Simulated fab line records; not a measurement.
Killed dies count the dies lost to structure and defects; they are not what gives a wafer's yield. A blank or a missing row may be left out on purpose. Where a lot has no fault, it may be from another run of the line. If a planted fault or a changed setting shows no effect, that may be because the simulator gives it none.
fab line records    flow rit-cmos
[record] lots = 13  wafers = 39  last-day = 7
route steps=202 shown PWELL@41 NSD@141 SDANNEAL@154 M1@185
lots that met no fault: from a run of the same line without faults
start-h: start of the lot's first displayed wafer, in hours after the record's first day    wait-h: hours from the lot's prior step to this one    " repeats the value in the row above    L1.1+2: a single row standing in for several wafers    - no value present, or no start provided    * or withheld: withheld    < > ~ a bound
route shown NAME@n: names a module that has steps shown in the file, with the first one's number in the route    usual: mean/standard deviation taken from wafers without a fault    same: alike in all rows    chamber/n: place in a boat    sites: per-site readings    _std_site: standard deviation across them    _edge_site: outer sites' mean less inner sites'    radius-mm: how far each site lies from the wafer's centre    mask NAME#n: copy n    behind: the most recent tool/chamber to have shaped the wafer    hold: the reason the lot was held/the length of the hold in hours/how it ended    device: the n, p or np transistor that did not switch    end of line: tests run on the same wafers once the route is complete    where a step has no rows: the recipe by itself    killed: the dies lost at the first sort to structure and to defects; this is not the yield of the wafer    map: a wafer's dies, marking killed ones x, the rest . and places with no die _
set.NAME: the setting that was run; set.NAME@STEP: the one run at that earlier step    model.NAME: the simulator's own value behind a step, which no gauge read
the route's steps for a sample of lots (tables are steps, rows are wafers)
services: from which hour (start-h, from the record's first day; less than 0 if before it) a tool's chamber was out of use, for how many hours, and why
[[steps]]
[step RIT_PWELL_SOFTBAKE_02]
[recipe] resist = NOVOLAK  temp-c = 90  time-s = 61.31
[usual] plate-sensor-t-centre-C = 90.971/0.0099  plate-sensor-t-edge-C = 91.021/0.01
[same] time-s = 61.31
lot.wafer  tool            chamber  start-h  wait-h  plate-sensor-t-centre-C  plate-sensor-t-edge-C
L329.4     litho-track-02  0        22.48    0.1     90.982                   91.002
L329.5     "               0        "        "       90.955                   91.027
L329.6     "               0        "        "       90.960                   91.011
L330.2     litho-track-03  0        26.52    0.1     90.977                   91.016
L330.3     "               0        "        "       90.987                   91.025
L330.4     "               0        "        "       90.968                   91.035
L332.4     litho-track-04  0        37.72    0.1     90.963                   91.049
L332.5     "               0        "        "       90.966                   91.034
L332.6     "               0        "        "       90.975                   91.023
L336.1     litho-track-02  0        57.12    0.1     90.975                   91.018
L336.2     "               0        "        "       90.970                   91.010
L336.4     "               0        "        "       90.976                   91.006
L337.1     litho-track-04  0        61.32    0.1     90.975                   91.011
L337.4     "               0        "        "       90.990                   91.027
L337.6     "               0        "        "       90.957                   91.025
L338.2     litho-track-04  0        66.48    0.1     90.976                   91.019
L338.5     "               0        "        "       90.985                   91.020
L338.6     "               0        "        "       90.976                   91.028
L339.1     litho-track-03  0        72.82    0.1     90.983                   91.018
L339.2     "               0        "        "       90.963                   91.001
L339.4     "               0        "        "       90.967                   91.046
L342.1     litho-track-03  0        86.94    0.1     90.965                   91.016
L342.2     "               0        "        "       90.959                   91.021
L342.3     "               0        "        "       90.956                   91.022
L346.2     litho-track-04  0        106.99   0.1     90.961                   91.026
L346.3     "               0        "        "       90.986                   90.990
L346.5     "               0        "        "       90.971                   91.016
L348.3     litho-track-02  0        118.01   0.1     90.965                   91.031
L348.4     "               0        "        "       90.961                   91.018
L348.5     "               0        "        "       90.975                   91.023
L349.1     litho-track-02  0        123.02   0.1     90.979                   91.009
L349.2     "               0        "        "       90.976                   91.016
L349.3     "               0        "        "       90.967                   91.019
L350.2     litho-track-02  0        127.66   0.1     90.972                   91.012
L350.4     "               0        "        "       90.964                   91.028
L350.5     "               0        "        "       90.975                   91.010
L351.3     litho-track-04  0        132.06   0.1     90.975                   91.028
L351.4     "               0        "        "       90.975                   91.027
L351.5     "               0        "        "       90.965                   91.022
[step RIT_NSD_TW_MEAS_10]
[usual] NSD_TW = 3117/23
lot.wafer  tool           chamber  start-h  wait-h  NSD_TW
L329.4     film-metro-01  -        49.68    0.1     3120
L329.5     "              -        "        "       3121
L329.6     "              -        "        "       3116
L330.2     film-metro-02  -        52.67    0.1     3139
L330.3     "              -        "        "       3131
L330.4     "              -        "        "       3133
L332.4     film-metro-03  -        64.32    0.1     3146
L332.5     "              -        "        "       3144
L332.6     "              -        "        "       3139
L336.1     film-metro-01  -        85.31    0.1     3083
L336.2     "              -        "        "       3094
L336.4     "              -        "        "       3091
L337.1     film-metro-01  -        88.67    0.1     3088
L337.4     "              -        "        "       3108
L337.6     "              -        "        "       3078
L338.2     film-metro-03  -        92.56    0.1     3116
L338.5     "              -        "        "       3123
L338.6     "              -        "        "       3111
L339.1     film-metro-01  -        101.16   0.1     3067
L339.2     "              -        "        "       3075
L339.4     "              -        "        "       3074
L342.1     film-metro-01  -        113.54   0.1     3062
L342.2     "              -        "        "       3074
L342.3     "              -        "        "       3085
L346.2     film-metro-03  -        133.47   0.1     3139
L346.3     "              -        "        "       3132
L346.5     "              -        "        "       3165
L348.3     film-metro-02  -        146.57   0.1     3134
L348.4     "              -        "        "       3128
L348.5     "              -        "        "       3140
L349.1     film-metro-01  -        148.86   0.1     3085
L349.2     "              -        "        "       3091
L349.3     "              -        "        "       3113
L350.2     film-metro-01  -        152.87   0.1     3112
L350.4     "              -        "        "       3102
L350.5     "              -        "        "       3112
L351.3     film-metro-03  -        158.18   0.1     3138
L351.4     "              -        "        "       3138
L351.5     "              -        "        "       3139
[step RIT_SDANNEAL_CLEAN_01]
[recipe] chemistry = dHF  dilution = 50:1  time-s = 30
[usual] run-length-s = 58.1/2.7
lot.wafer  tool          chamber  start-h  wait-h  run-length-s
L329.4     wet-bench-04  2        51.59    0.0     61.9
L329.5     "             2        "        "       61.9
L329.6     "             2        "        "       61.9
L330.2     wet-bench-04  2        54.44    0.0     55.2
L330.3     "             2        "        "       55.2
L330.4     "             2        "        "       55.2
L332.4     wet-bench-03  3        66.09    0.0     56.3
L332.5     "             3        "        "       56.3
L332.6     "             3        "        "       56.3
L336.1     wet-bench-02  3        86.99    0.0     55.8
L336.2     "             3        "        "       55.8
L336.4     "             3        "        "       55.8
L337.1     wet-bench-03  3        90.52    0.0     56.9
L337.4     "             3        "        "       56.9
L337.6     "             3        "        "       56.9
L338.2     wet-bench-02  0        94.22    0.0     62.4
L338.5     "             0        "        "       62.4
L338.6     "             0        "        "       62.4
L339.1     wet-bench-02  2        102.94   0.0     62.2
L339.2     "             2        "        "       62.2
L339.4     "             2        "        "       62.2
L342.1     wet-bench-03  1        115.32   0.0     62.1
L342.2     "             1        "        "       62.1
L342.3     "             1        "        "       62.1
L346.2     wet-bench-03  3        135.24   0.0     56.0
L346.3     "             3        "        "       56.0
L346.5     "             3        "        "       56.0
L348.3     wet-bench-03  2        148.21   0.0     182.4
L348.4     "             2        "        "       182.4
L348.5     "             2        "        "       182.4
L349.1     wet-bench-02  0        150.52   0.0     56.9
L349.2     "             0        "        "       56.9
L349.3     "             0        "        "       56.9
L350.2     wet-bench-02  1        154.64   0.0     56.3
L350.4     "             1        "        "       56.3
L350.5     "             1        "        "       56.3
L351.3     wet-bench-03  0        159.94   0.0     56.5
L351.4     "             0        "        "       56.5
L351.5     "             0        "        "       56.5
[step RIT_M1_RS_MEAS_01]
[recipe] thk-meas-gauge = four-point-probe  reads = Al_of_M1_SPUTTER_00
[usual] M1_AL_RS = 0.0755/0.00081
lot.wafer  tool           chamber  start-h  wait-h  M1_AL_RS[ohm/sq]
L329.4     film-metro-02  -        55.61    0.2     0.0767
L329.5     "              -        "        "       0.0773
L329.6     "              -        "        "       0.0763
L330.2     film-metro-03  -        58.45    0.2     0.0752
L330.3     "              -        "        "       0.0756
L330.4     "              -        "        "       0.0756
L332.4     film-metro-03  -        69.93    0.2     0.0742
L332.5     "              -        "        "       0.0744
L332.6     "              -        "        "       0.0752
L336.1     film-metro-03  -        91.05    0.2     0.0745
L336.2     "              -        "        "       0.0746
L336.4     "              -        "        "       0.0742
L337.1     film-metro-03  -        94.62    0.2     0.0753
L337.4     "              -        "        "       0.0762
L337.6     "              -        "        "       0.0766
L338.2     film-metro-02  -        98.28    0.2     0.0742
L338.5     "              -        "        "       0.0746
L338.6     "              -        "        "       0.0739
L339.1     film-metro-02  -        106.87   0.2     0.0766
L339.2     "              -        "        "       0.0760
L339.4     "              -        "        "       0.0755
L342.1     film-metro-03  -        119.29   0.2     0.0749
L342.2     "              -        "        "       0.0762
L342.3     "              -        "        "       0.0747
L346.2     film-metro-02  -        139.22   0.2     0.0755
L346.3     "              -        "        "       0.0761
L346.5     "              -        "        "       0.0755
L348.3     film-metro-03  -        152.02   0.2     0.0760
L348.4     "              -        "        "       0.0756
L348.5     "              -        "        "       0.0742
L349.1     film-metro-02  -        154.34   0.2     0.0744
L349.2     "              -        "        "       0.0749
L349.3     "              -        "        "       0.0762
L350.2     film-metro-01  -        158.52   0.2     0.0761
L350.4     "              -        "        "       0.0765
L350.5     "              -        "        "       0.0756
L351.3     film-metro-02  -        164.05   0.2     0.0758
L351.4     "              -        "        "       0.0754
L351.5     "              -        "        "       0.0760
[step RIT_M1_PROBE_99]
[usual] killed_at_M0_to_M3 = 0.0/0.14  killed-at-contacts = 0.1/0.23  killed-at-front-end = 7.3/2.9  killed-dies = 7.3/3  killed-open = 3.6/1.8  killed-short = 3.7/2.1
[same] gross-dies = 264  killed_at_M4_up = 0  killed-at-back-side = 0  killed-at-other = 0
lot.wafer  tool       chamber  start-h  wait-h  killed_at_M0_to_M3  killed-at-contacts  killed-at-front-end  killed-dies  killed-open  killed-short
L336.1     prober-01  -        95.05    0.1     0                   0                   2                    2            0            2
L336.2     prober-01  -        95.10    0.1     0                   0                   2                    2            1            1
L336.4     prober-01  -        95.20    0.2     0                   0                   11                   11           1            10
L337.1     prober-02  -        98.44    0.1     0                   0                   5                    5            3            2
L337.4     prober-02  -        98.59    0.2     0                   0                   11                   11           6            5
L337.6     prober-02  -        98.69    0.2     1                   0                   8                    9            4            5
L339.1     prober-02  -        110.98   0.1     0                   0                   7                    7            3            4
L339.2     prober-02  -        111.03   0.1     0                   0                   12                   12           4            8
L339.4     prober-02  -        111.13   0.2     0                   0                   8                    8            1            7
L342.1     prober-01  -        123.67   0.1     0                   0                   8                    8            4            4
L342.2     prober-01  -        123.72   0.1     0                   0                   6                    6            4            2
L342.3     prober-01  -        123.77   0.2     0                   0                   8                    8            6            2
L351.3     prober-02  -        168.73   0.2     0                   0                   9                    9            4            5
L351.4     prober-02  -        168.78   0.2     0                   0                   8                    8            5            3
L351.5     prober-02  -        168.83   0.2     0                   1                   8                    9            4            4
// killed by level:class
L336.1 REOX:geometric-particle:short=1 SPACER:geometric-particle:short=1
L336.2 GATE:geometric-particle:open=1 SPACER:geometric-particle:short=1
L336.4 GATE:geometric-particle:short=3 REOX:geometric-particle:short=3 SPACER:geometric-particle:short=2 SILICIDE:geometric-particle:short=2 GATE:geometric-particle:open=1
L337.1 FOX1:geometric-particle:open=1 FOX1:geometric-particle:short=1 GATE:geometric-particle:short=1 GATE:geometric-particle:open=1 SPACER:geometric-particle:open=1
L337.4 GATE:geometric-particle:open=3 GATE:geometric-particle:short=3 FOX1:geometric-particle:open=2 FOX1:geometric-particle:short=1 REOX:geometric-particle:short=1 SILICIDE:geometric-particle:open=1
L337.6 GATE:geometric-particle:open=3 GATE:geometric-particle:short=2 REOX:geometric-particle:short=2 FOX1:geometric-particle:open=1 M1:geometric-particle:short=1
L339.1 FOX1:geometric-particle:short=2 GATE:geometric-particle:open=2 SPACER:geometric-particle:short=1 SILICIDE:geometric-particle:open=1 SILICIDE:geometric-particle:short=1
L339.2 SPACER:geometric-particle:short=3 SPACER:geometric-particle:open=3 GATE:geometric-particle:short=2 SILICIDE:geometric-particle:short=2 FOX1:geometric-particle:open=1 FOX2:geometric-particle:short=1
L339.4 SPACER:geometric-particle:short=4 FOX1:geometric-particle:short=3 GATE:geometric-particle:open=1
L342.1 FOX2:geometric-particle:open=2 SPACER:geometric-particle:short=2 GATE:geometric-particle:short=1 REOX:geometric-particle:open=1 REOX:geometric-particle:short=1 SPACER:geometric-particle:open=1
L342.2 SPACER:geometric-particle:open=2 GATE:geometric-particle:short=1 REOX:geometric-particle:open=1 SILICIDE:geometric-particle:open=1 SILICIDE:geometric-particle:short=1
L342.3 GATE:geometric-particle:open=4 GATE:geometric-particle:short=1 REOX:geometric-particle:open=1 SILICIDE:geometric-particle:short=1 SILICIDE:geometric-particle:open=1
L351.3 GATE:geometric-particle:open=3 REOX:geometric-particle:short=2 FOX1:geometric-particle:short=1 FOX2:geometric-particle:short=1 GATE:geometric-particle:short=1 SPACER:geometric-particle:open=1
L351.4 GATE:geometric-particle:open=3 SPACER:geometric-particle:short=2 SPACER:geometric-particle:open=2 GATE:geometric-particle:short=1
L351.5 GATE:geometric-particle:short=2 FOX2:geometric-particle:short=1 FOX2:geometric-particle:open=1 GATE:geometric-particle:open=1 SPACER:geometric-particle:open=1 SILICIDE:geometric-particle:short=1 SILICIDE:geometric-particle:open=1 CONTACT:coat-microbubble-printed=1
[[services]]
tool          chamber  start-h  hours  kind
wet-bench-04  -        13.18    5.0    repair
wet-bench-03  -        48.20    10.9   repair
wet-bench-03  -        68.62    2.3    repair
[[key]]
[first-sign] step = RIT_SDANNEAL_CLEAN_01  reading = run-length-s  direction = up  sigmas = 45  usual = *  struck = *
effect none on later readings
met-at RIT_SDANNEAL_CLEAN_01
struck-lots L348
struck-wafers L348.3,L348.4,L348.5
tester-left-out L348
not-acting-at RIT_PWELL_SOFTBAKE_02,RIT_NSD_TW_MEAS_10,RIT_M1_RS_MEAS_01
[fault] kind = process-parameter-drift  tool = wet-bench-03  chamber = 2  onset-h = 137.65  steps = RIT_SDANNEAL_CLEAN_01  channel = time-s  offset = *  shape = step  end-h = 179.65  acts-in = *  stated = *
// tester-left-out: of these lots the tester's yield and bins aren't shown, on N5 and GAA mostly nor the transistor test; their killed dies are dies lost to structure and defects alone, not to doping, threshold or leakage, so they don't give the yield
